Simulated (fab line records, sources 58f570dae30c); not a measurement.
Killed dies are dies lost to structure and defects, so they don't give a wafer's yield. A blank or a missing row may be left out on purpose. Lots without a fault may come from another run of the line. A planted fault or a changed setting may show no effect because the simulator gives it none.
Problem report in the 8D (eight disciplines) form, filled by code | flow berkeley_cmos170 | the parts of the form that need people (team, actions taken, sign-off) are left out

1. THE PROBLEM
strip_time_to_endpoint_s at UCB170_PFIELD_STRIP_08 reads a mean of 23.27 s on 6 wafers of 2 lots; wafers without a fault read 21.64 s with a standard deviation of 0.085. That is +19 standard deviations from the usual mean.
The step: strips in O2.
First seen on wafer L686.2, day 5 14:12, on plasma_asher-04. The record holds 42 wafers of 14 lots with a number at this step. Rule for "out", or "out of limits": more than 4 standard deviations from the usual mean. The other wafers with a number count as sound.

2. WHAT IT IS AND WHAT IT IS NOT
question                    | is                               | is not
which readings at this step | strip_time_to_endpoint_s         | drypump_motor_current_A, oes_product_au
which lots                  | L686, L690                       | L680, L681, L682, L683, L685, L693, L694, L695, L698, L699, L701, L703
which wafers of those lots  | all that have a number           | -
read on which tools         | plasma_asher-02, plasma_asher-04 | plasma_asher-01
when                        | from day 5 14:12                 | up to then (15 sound wafers); but 21 sound wafers of L693, L694, L695, L698, L699, L701, L703 came after

3. SUSPECTS, AND WHAT RULES EACH OUT
Counting: a tool at a process step up to the reading stays a suspect if it ran every lot that is out and no sound lot after the first of them.
- litho_track-03 at UCB170_PFIELD_COAT_01 (resist thk 900 nm): kept. It ran every lot that is out, first L686 (day 5 13:01), and no sound lot after that; its last sound lot up to then is L685 (day 5 00:04).
Left after counting: litho_track-03 at UCB170_PFIELD_COAT_01.

4. THE CAUSE (what the simulator had put in)
Process parameter drift: litho_track-03, from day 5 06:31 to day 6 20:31, at UCB170_PFIELD_COAT_01. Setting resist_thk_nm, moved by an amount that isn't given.
Counting left only this tool.

5. THE CHAIN OF EFFECTS, in route order
Each row: a reading whose mean over the struck wafers that have a number lies more than 3 standard deviations from the usual. Only readings for which the record gives a usual standard deviation are gone through. hours: the time from each lot's start at the first step in this table that gives one to its start at this step, as a median over the lots. sigmas: the change in usual standard deviations.
hours | step                   | reading                  | usual   | on struck wafers | change | sigmas
0     | UCB170_PFIELD_STRIP_08 | strip_time_to_endpoint_s | 21.64 s | 23.27            | +1.63  | +19
The process steps in it:
- UCB170_PFIELD_STRIP_08: strips in O2.

6. WHAT WOULD HAVE CAUGHT IT SOONER
In this record the first reading out of limits was taken at day 5 14:12, 8 hours after the fault began at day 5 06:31.
Of the tool readings at UCB170_PFIELD_COAT_01 for which the record gives a usual standard deviation, none was out on any struck wafer, so an alarm limit of 4 standard deviations on them would not have fired.
Of the lots that are out (2), L690 began UCB170_PFIELD_COAT_01 on litho_track-03 after day 5 14:12. A hold on the tool at that time would have spared it.
